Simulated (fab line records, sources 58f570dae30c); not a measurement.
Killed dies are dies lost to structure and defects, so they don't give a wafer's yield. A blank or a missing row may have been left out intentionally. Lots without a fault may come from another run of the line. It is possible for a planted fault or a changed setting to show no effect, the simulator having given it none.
One fault seen from 2 desks | flow berkeleyCmos170 | only its own numbers are on each desk; what lay behind them is given at the end

## METROLOGY DESK
What the gauges read for every lot (on any tool): the sampled wafers with a number, averaged. Marked OUT: a lot whose mean sits more than 4 standard deviations from the usual mean, which makes it out of limits; the brackets give that distance.
Columns: A = CONTACT_OVL at UCB170_CONTACT_OVL_MEAS_16, usual -2 nm; B = M1_AL_RS at UCB170_M1_RS_MEAS_01, usual 0.0484 ohm/sq
lot  | first seen here | A  | B
L433 | day 7 05:16     | -0 | 0.0491
L435 | day 7 06:40     | 5  | 0.0484
L434 | day 7 06:48     | 0  | 0.0483
L436 | day 7 16:04     | -1 | -
L440 | day 8 19:28     | -3 | 0.0488
L439 | day 8 19:43     | 2  | -
L441 | day 8 22:29     | -8 | 0.0481
L444 | day 9 20:36     | -5 | 0.0488
L445 | day 9 21:59     | -7 | 0.0476
L447 | day 10 16:00    | -1 | 0.0485
L449 | day 10 16:07    | -4 | 0.0487
L451 | day 11 11:17    | 3  | 0.0478
L452 | day 11 16:46    | 0  | 0.0480
L454 | day 11 17:05    | 1  | 0.0489
This desk's finding: nothing out of limits on any of the 14 lots.

## DESK OF THE TOOL OWNER: rieDiel-04
The tool's own readings at UCB170_CONTACT_ETCH_18 (etches PSG in CHF3/CF4/Ar, stops on TiSi2, target depth 840 nm, time 195 s): means of the sampled wafers that have a number, for each lot that ran on this tool. Marked OUT: a lot whose mean sits more than 4 standard deviations from the usual mean, which makes it out of limits; the brackets give that distance.
Columns: A = drypumpMotorCurrentA at UCB170_CONTACT_ETCH_18, usual 5.8 A; B = oesProductAu at UCB170_CONTACT_ETCH_18, usual 0.897 a.u.; C = runLengthS at UCB170_CONTACT_ETCH_18, usual 223.3 s; D = throttleValvePct at UCB170_CONTACT_ETCH_18, usual 6.95 %
lot  | first seen here | A   | B                | C                       | D
L433 | day 7 05:00     | 5.4 | 0.915            | 223.6                   | 6.90
L434 | day 7 06:00     | 5.5 | 0.910            | 223.0                   | 6.88
L436 | day 7 16:00     | 5.8 | 1.029 (+8.8) OUT | 174.6 (-99 or more) OUT | 6.85
L439 | day 8 19:00     | 5.9 | 1.025 (+8.5) OUT | 174.1 (-99 or more) OUT | 6.79
L454 | day 11 17:00    | 5.4 | 0.904            | 223.4                   | 6.94
Finding of this desk: L436, L439 out of limits; the first was L436 at day 7 16:00, on oesProductAu at UCB170_CONTACT_ETCH_18. L433, L434, L454: within limits.

## BROUGHT TOGETHER
The tool owner's desk had the chance to raise an alarm at day 7 16:00 on L436, L439.
Nothing out of limits was seen by the metrology desk.
The metrology desk has L436, L439 on record, within its limits.
Of the lots named, all ran UCB170_CONTACT_ETCH_18 on rieDiel-04.

## WHAT THE SIMULATOR HAD INSERTED
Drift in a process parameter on rieDiel-04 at UCB170_CONTACT_ETCH_18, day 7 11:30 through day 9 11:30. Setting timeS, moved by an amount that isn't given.
Struck lots among those shown: L436, L439.
Each desk's first reading out of limits, in hours after the fault started: the tool owner's desk, 4.
